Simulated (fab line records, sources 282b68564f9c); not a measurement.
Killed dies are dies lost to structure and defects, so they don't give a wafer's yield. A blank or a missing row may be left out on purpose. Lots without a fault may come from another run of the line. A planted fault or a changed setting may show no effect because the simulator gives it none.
fab line records | flow rit_cmos
record lots=7 wafers=21 last_day=7
route steps=202 shown NWELL@35 PWELL@39 WELLDRIVE@50 NRETRO@53
lots that met no fault: from a run of the same line without faults
start_h: hours from the record's first day to the start of the lot's first wafer shown | wait_h: hours since the lot's step before | " the same as in the row above | L1.1+2: a row that stands for several wafers | - no value, or no start given | * or withheld: withheld | < > ~ a bound
route shown NAME@n: a module of which the file shows steps, and the number in the route of the first | usual: mean/standard deviation of fault-free wafers | same: alike in all rows | chamber/n: place in a boat | sites: the reading at each site | _std_site: their standard deviation | _edge_site: outer sites' mean less inner sites' | radius_mm: how far each site lies from the wafer's centre | mask NAME#n: copy n | behind: the tool/chamber that last shaped the wafer | hold: why the lot was held/for how many hours/how that ended | device: the transistor (n, p or np) that didn't switch | end of line: the same wafers' tests at the end of the route | a step without rows: its recipe alone | killed: dies lost to structure and defects at the first sort, not the wafer's yield | map: a wafer's dies, x killed, . not, _ none there
set.NAME: the setting as run; set.NAME@STEP: as run at that earlier step | model.NAME: the simulator's own value behind a step, which no gauge read
lots at some steps of the route; a table a step, a row a wafer
services: from which hour (start_h, from the record's first day; less than 0 if before it) a tool's chamber was out of use, for how many hours, and why
## steps
# step RIT_NWELL_HARDBAKE_07
# recipe resist=NOVOLAK temp_c=140 time_s=120
# step RIT_NWELL_IMPLANT_08
# recipe species=P energy_kev=167.2 dose_cm2=5e+13 tilt_deg=7
# step RIT_NWELL_STRIP_09
# recipe chemistry=O2 time_s=180 resist=NOVOLAK platen_temp_c=withheld power_w=500 pressure_mtorr=4000 o2_flow_sccm=4000
# usual drypump_motor_current_A=5.7/0.35
# columns lot.wafer tool chamber start_h wait_h drypump_motor_current_A rf_hours_counter_h
L319.1 plasma_asher-03 1 22.96 0.1 5.4 24
L319.3 " 0 " " 5.5 -
L319.5 " 0 " " 5.6 -
L322.4 plasma_asher-01 0 35.80 0.1 5.5 -
L322.5 " 1 " " 6.4 -
L322.6 " 0 " " 5.4 -
L327.3 plasma_asher-03 0 67.01 0.1 5.5 -
L327.5 " 0 " " 5.5 -
L327.6 " 1 " " 5.5 -
L328.3 plasma_asher-01 0 68.64 0.1 5.4 -
L328.5 " 0 " " 5.4 -
L328.6 " 1 " " 6.4 -
L329.1 plasma_asher-04 1 72.13 0.1 5.8 44
L329.2 " 0 " " 6.0 44
L329.3 " 1 " " 5.8 -
L331.1 plasma_asher-03 1 84.19 0.1 5.5 30
L331.4 " 1 " " 5.5 -
L331.6 " 1 " " 5.5 -
L340.2 plasma_asher-01 1 127.70 0.1 6.4 1
L340.4 " 0 " " 5.5 -
L340.6 " 1 " " 6.4 -
# step RIT_NWELL_TW_MEAS_10
# usual NWELL_TW=2133/16
# columns lot.wafer tool chamber start_h wait_h NWELL_TW
L319.1 film_metro-03 - 23.14 0.1 2111
L319.3 " - " " 2132
L319.5 " - " " 2131
L322.4 film_metro-02 - 35.95 0.1 2117
L322.5 " - " " 2111
L322.6 " - " " 2113
L327.3 film_metro-01 - 67.15 0.1 2165
L327.5 " - " " 2161
L327.6 " - " " 2174
L328.3 film_metro-03 - 68.78 0.1 2138
L328.5 " - " " 2122
L328.6 " - " " 2136
L329.1 film_metro-03 - 72.30 0.1 2146
L329.2 " - " " 2148
L329.3 " - " " 2154
L331.1 film_metro-03 - 84.36 0.1 2131
L331.4 " - " " 2128
L331.6 " - " " 2144
L340.2 film_metro-02 - 127.89 0.1 2141
L340.4 " - " " 2136
L340.6 " - " " 2147
# step RIT_PWELL_HMDS_00
# recipe prime_time_s=60 prime_temp_c=140
# step RIT_PWELL_COAT_01
# recipe resist=NOVOLAK spin_rpm=2000 resist_thk_nm=1300
# step RIT_PWELL_SOFTBAKE_02
# recipe resist=NOVOLAK temp_c=90 time_s=60
# step RIT_PWELL_EXPOSE_03
# recipe mask_id=M3 na=0.57 target_cd_nm=43700 dose_mj=250
# step RIT_PWELL_PEB_04
# recipe resist=NOVOLAK temp_c=withheld time_s=withheld
# step RIT_PWELL_DEVELOP_05
# recipe resist=NOVOLAK develop_time_s=68 dev_temp_c=23
# step RIT_PWELL_OVL_MEAS_06
# usual PWELL_OVL=-1.7/1.2
# columns lot.wafer tool chamber start_h wait_h PWELL_OVL[nm]
L319.1 overlay-01 - 24.08 - -0.3
L319.3 " - " " 0.2
L319.5 " - " " -0.1
L322.4 overlay-02 - 36.88 - -0.3
L322.5 " - " " -1.7
L322.6 " - " " -0.1
L327.3 overlay-02 - 68.08 - -2.4
L327.5 " - " " -4.0
L327.6 " - " " -3.4
L328.3 overlay-01 - 69.84 - -2.6
L328.5 " - " " -1.5
L328.6 " - " " -3.4
L329.1 overlay-02 - 73.24 - -1.3
L329.2 " - " " -1.2
L329.3 " - " " -0.6
L331.1 overlay-01 - 85.43 - -0.1
L331.4 " - " " -0.8
L331.6 " - " " -0.9
L340.2 overlay-02 - 128.82 - -1.8
L340.4 " - " " -0.9
L340.6 " - " " -2.7
# step RIT_PWELL_HARDBAKE_07
# recipe resist=NOVOLAK temp_c=140 time_s=120
# step RIT_PWELL_IMPLANT_08
# recipe species=B energy_kev=170 dose_cm2=7e+13 tilt_deg=7
# usual dose_ions_cm2=7.001e+13/6.7e+10 tilt_deg=7.001/0.019
# columns lot.wafer tool chamber start_h wait_h dose_ions_cm2 tilt_deg
L319.1 implanter-04 0 24.36 0.2 7.007e+13 7.005
L319.3 " 0 " " 7.003e+13 7.027
L319.5 " 0 " " 7.011e+13 6.989
L322.4 implanter-01 0 37.22 0.2 7.016e+13 6.973
L322.5 " 0 " " 6.997e+13 7.003
L322.6 " 0 " " 7.003e+13 7.013
L327.3 implanter-03 0 68.50 0.2 6.994e+13 6.989
L327.5 " 0 " " 6.994e+13 6.975
L327.6 " 0 " " 6.999e+13 7.007
L328.3 implanter-04 0 70.16 0.2 6.642e+13 7.026
L328.5 " 0 " " 6.65e+13 6.993
L328.6 " 0 " " 6.654e+13 7.000
L329.1 implanter-04 0 73.53 0.2 6.654e+13 7.037
L329.2 " 0 " " 6.658e+13 7.015
L329.3 " 0 " " 6.65e+13 7.033
L331.1 implanter-04 0 85.71 0.2 6.65e+13 7.005
L331.4 " 0 " " 6.638e+13 6.999
L331.6 " 0 " " 6.645e+13 6.995
L340.2 implanter-01 0 129.13 0.2 6.994e+13 6.992
L340.4 " 0 " " 7.014e+13 7.014
L340.6 " 0 " " 6.997e+13 6.998
# step RIT_PWELL_STRIP_09
# recipe chemistry=O2 time_s=180 resist=NOVOLAK platen_temp_c=withheld power_w=500 pressure_mtorr=4000 o2_flow_sccm=4000
# usual drypump_motor_current_A=5.9/0.4
# columns lot.wafer tool chamber start_h wait_h drypump_motor_current_A rf_hours_counter_h
L319.1 plasma_asher-03 1 24.51 0.1 5.5 25
L319.3 " 0 " " 5.6 -
L319.5 " 0 " " 5.5 -
L322.4 plasma_asher-03 1 37.35 0.1 5.5 -
L322.5 " 0 " " 5.5 -
L322.6 " 1 " " 5.5 -
L327.3 plasma_asher-02 0 68.66 0.1 5.7 -
L327.5 " 0 " " 5.7 -
L327.6 " 1 " " 6.5 -
L328.3 plasma_asher-02 0 70.32 0.1 5.7 -
L328.5 " 0 " " 5.7 -
L328.6 " 1 " " 6.6 -
L329.1 plasma_asher-03 1 73.68 0.1 5.5 29
L329.2 " 0 " " 5.5 29
L329.3 " 0 " " 5.5 -
L331.1 plasma_asher-03 1 85.86 0.1 5.5 30
L331.4 " 0 " " 5.6 -
L331.6 " 0 " " 5.6 -
L340.2 plasma_asher-02 1 129.25 0.1 6.5 50
L340.4 " 1 " " 6.5 -
L340.6 " 0 " " 5.7 -
# step RIT_PWELL_TW_MEAS_10
# usual PWELL_TW=950/7
# columns lot.wafer tool chamber start_h wait_h PWELL_TW
L319.1 film_metro-02 - 24.69 0.1 936
L319.3 " - " " 943
L319.5 " - " " 943
L322.4 film_metro-01 - 37.50 0.1 957
L322.5 " - " " 958
L322.6 " - " " 958
L327.3 film_metro-01 - 68.80 0.1 965
L327.5 " - " " 967
L327.6 " - " " 965
L328.3 film_metro-02 - 70.46 0.1 924
L328.5 " - " " 923
L328.6 " - " " 929
L329.1 film_metro-01 - 73.85 0.1 941
L329.2 " - " " 941
L329.3 " - " " 948
L331.1 film_metro-02 - 86.04 0.1 923
L331.4 " - " " 925
L331.6 " - " " 926
L340.2 film_metro-03 - 129.44 0.1 952
L340.4 " - " " 954
L340.6 " - " " 948
# step RIT_WELLDRIVE_ANNEAL_00
# recipe temp_c=1100 time_s=14700 ambient=N2
# step RIT_WELLDRIVE_RS_MEAS_01
# recipe thk_meas_gauge=four-point-probe
# usual NWELL_RS=275.9/0.65
# columns lot.wafer tool chamber start_h wait_h NWELL_RS[ohm/sq]
L319.1 film_metro-01 - 29.83 0.0 276.2
L319.3 " - " " 275.9
L319.5 " - " " 276.6
L322.4 film_metro-02 - 42.77 0.1 275.8
L322.5 " - " " 274.8
L322.6 " - " " 275.8
L327.3 film_metro-03 - 73.96 0.0 276.1
L327.5 " - " " 276.2
L327.6 " - " " 276.7
L329.1 film_metro-03 - 79.00 0.0 275.7
L329.2 " - " " 276.1
L329.3 " - " " 276.0
L328.3 film_metro-01 - 79.04 0.0 275.0
L328.5 " - " " 276.4
L328.6 " - " " 276.4
L331.1 film_metro-02 - 92.42 0.0 276.0
L331.4 " - " " 276.6
L331.6 " - " " 276.0
L340.2 film_metro-02 - 134.71 0.0 274.9
L340.4 " - " " 275.3
L340.6 " - " " 275.7
# step RIT_WELLDRIVE_RS_MEAS_02
# recipe thk_meas_gauge=four-point-probe
# usual PWELL_RS=430.1/1.1
# columns lot.wafer tool chamber start_h wait_h PWELL_RS[ohm/sq]
L319.1 film_metro-01 - 29.95 0.1 431.2
L319.3 " - " " 429.5
L319.5 " - " " 429.3
L322.4 film_metro-02 - 42.89 0.1 431.4
L322.5 " - " " 431.0
L322.6 " - " " 430.6
L327.3 film_metro-03 - 74.08 0.1 432.1
L327.5 " - " " 430.9
L327.6 " - " " 431.5
L329.1 film_metro-03 - 79.12 0.1 446.9
L329.2 " - " " 444.9
L329.3 " - " " 446.1
L328.3 film_metro-01 - 79.16 0.1 442.9
L328.5 " - " " 443.3
L328.6 " - " " 443.8
L331.1 film_metro-02 - 92.54 0.1 446.7
L331.4 " - " " 444.8
L331.6 " - " " 445.1
L340.2 film_metro-02 - 134.83 0.1 431.9
L340.4 " - " " 430.1
L340.6 " - " " 431.0
# step RIT_NRETRO_HMDS_00
# recipe prime_time_s=60 prime_temp_c=140
## services
# columns tool chamber start_h hours kind
plasma_asher-03 - 16.05 4.5 repair
implanter-03 - 23.99 4.8 pm
implanter-04 - 26.75 3.9 pm
implanter-01 - 28.80 3.3 pm
plasma_asher-04 - 46.25 2.0 repair
plasma_asher-01 - 108.75 9.0 pm
plasma_asher-01 0 108.75 9.0 vent_cycle
plasma_asher-01 1 108.75 9.0 vent_cycle
plasma_asher-01 0 117.75 - clean
plasma_asher-01 1 117.75 - clean
implanter-03 - 121.80 3.5 repair
## key
first_sign step=RIT_PWELL_IMPLANT_08 reading=dose_ions_cm2 direction=down sigmas=52 usual=7.001e+13 struck=6.649e+13
effect step=RIT_PWELL_TW_MEAS_10 reading=PWELL_TW direction=down sigmas=2.7 usual=950 struck=931
effect step=RIT_WELLDRIVE_RS_MEAS_02 reading=PWELL_RS direction=up sigmas=13 usual=430.1 struck=445.0
met_at RIT_PWELL_IMPLANT_08
struck_wafers L328.3,L328.5,L328.6,L329.1,L329.2,L329.3,L331.1,L331.4,L331.6
tester_left_out L328,L329,L331
onset_between 24.36 70.16
fault kind=process_parameter_drift tool=implanter-04 chamber=- onset_h=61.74 steps=RIT_PWELL_IMPLANT_08 channel=dose_cm2 offset=-3.5e+12 shape=step end_h=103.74 acts_in=these_recipes_only stated=7e+13
# tester_left_out: of these lots the tester's yield and bins aren't shown, on N5 and GAA mostly nor the transistor test; their killed dies are dies lost to structure and defects alone, not to doping, threshold or leakage, so they don't give the yield
